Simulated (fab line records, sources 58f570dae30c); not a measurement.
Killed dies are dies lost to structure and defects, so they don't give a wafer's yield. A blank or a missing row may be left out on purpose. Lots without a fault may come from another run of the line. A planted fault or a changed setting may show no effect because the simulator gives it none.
Problem report in the 8D (eight disciplines) form, filled by code | flow berkeley_cmos170 | the parts of the form that need people (team, actions taken, sign-off) are left out

1. THE PROBLEM
M2_AL_RS at UCB170_M2_RS_MEAS_02 reads a mean of 0.0486 ohm/sq on 6 wafers of 2 lots; wafers without a fault read 0.0323 ohm/sq with a standard deviation of 0.00046. That is +35 standard deviations from the usual mean.
The step: measures by four-point-probe.
First seen on wafer L825.1, day 10 03:02, on film_metro-03. The record holds 39 wafers of 13 lots with a number at this step. Rule for "out", or "out of limits": more than 4 standard deviations from the usual mean. The other wafers with a number count as sound.

2. WHAT IT IS AND WHAT IT IS NOT
question                    | is                     | is not
which readings at this step | M2_AL_RS               | -
which lots                  | L825, L827             | L816, L817, L818, L819, L820, L821, L832, L833, L835, L837, L839
which wafers of those lots  | all that have a number | -
read on which gauges        | film_metro-03          | film_metro-02, film_metro-04
when                        | from day 10 03:02      | up to then (18 sound wafers); but 15 sound wafers of L832, L833, L835, L837, L839 came after

3. SUSPECTS, AND WHAT RULES EACH OUT
Counting: a tool at a process step up to the reading stays a suspect if it ran every lot that is out and no sound lot after the first of them.
- the gauge at UCB170_M2_RS_MEAS_02: ruled out. All the wafers that are out were read on film_metro-03, but those of them that UCB170_M2_METAL_ETCH_18 has rows for are out there too, on other tools.
- pvd_sputter-02 at UCB170_M2_SPUTTER_01 (material Al, target thk 900 nm, time 120 s): kept. It ran every lot that is out, first L825 (day 10 02:57), and no sound lot after that; its last sound lot up to then is L819 (day 9 05:40).
Left after counting: pvd_sputter-02 at UCB170_M2_SPUTTER_01.

4. THE CAUSE (what the simulator had put in)
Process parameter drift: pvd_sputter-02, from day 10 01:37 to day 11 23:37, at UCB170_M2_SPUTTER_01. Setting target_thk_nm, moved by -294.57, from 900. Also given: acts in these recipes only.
Counting left only this tool.

5. THE CHAIN OF EFFECTS, in route order
Each row: a reading whose mean over the struck wafers that have a number lies more than 3 standard deviations from the usual. Only readings for which the record gives a usual standard deviation are gone through. hours: the time from each lot's start at the first step in this table that gives one to its start at this step, as a median over the lots. sigmas: the change in usual standard deviations.
hours | step                    | reading        | usual         | on struck wafers | change  | sigmas
0     | UCB170_M2_RS_MEAS_02    | M2_AL_RS       | 0.0323 ohm/sq | 0.0486           | +0.0163 | +35
0     | UCB170_M2_THK_MEAS_03   | M2_AL_THK      | 910 nm        | 610              | -300    | -23
3     | UCB170_M2_METAL_ETCH_18 | oes_product_au | 0.859 a.u.    | 0.705            | -0.154  | -11
The process steps in it:
- UCB170_M2_METAL_ETCH_18: etches Al in Cl2/BCl3, stops on SiO2, target depth 1170 nm, time 195 s.
Later measuring or inspecting steps at which every struck wafer that the step has a row for has a number for every such reading, and none has moved that far: UCB170_M2_CD_MEAS_15.

6. WHAT WOULD HAVE CAUGHT IT SOONER
In this record the first reading out of limits at a measuring or inspecting step was taken at day 10 03:02, 1 hour after the fault began at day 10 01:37.
Of the tool readings at UCB170_M2_SPUTTER_01 for which the record gives a usual standard deviation, none was out on any struck wafer, so an alarm limit of 4 standard deviations on them would not have fired.
Of the lots that are out (2), L827 began UCB170_M2_SPUTTER_01 on pvd_sputter-02 after day 10 03:02. A hold on the tool at that time would have spared it.
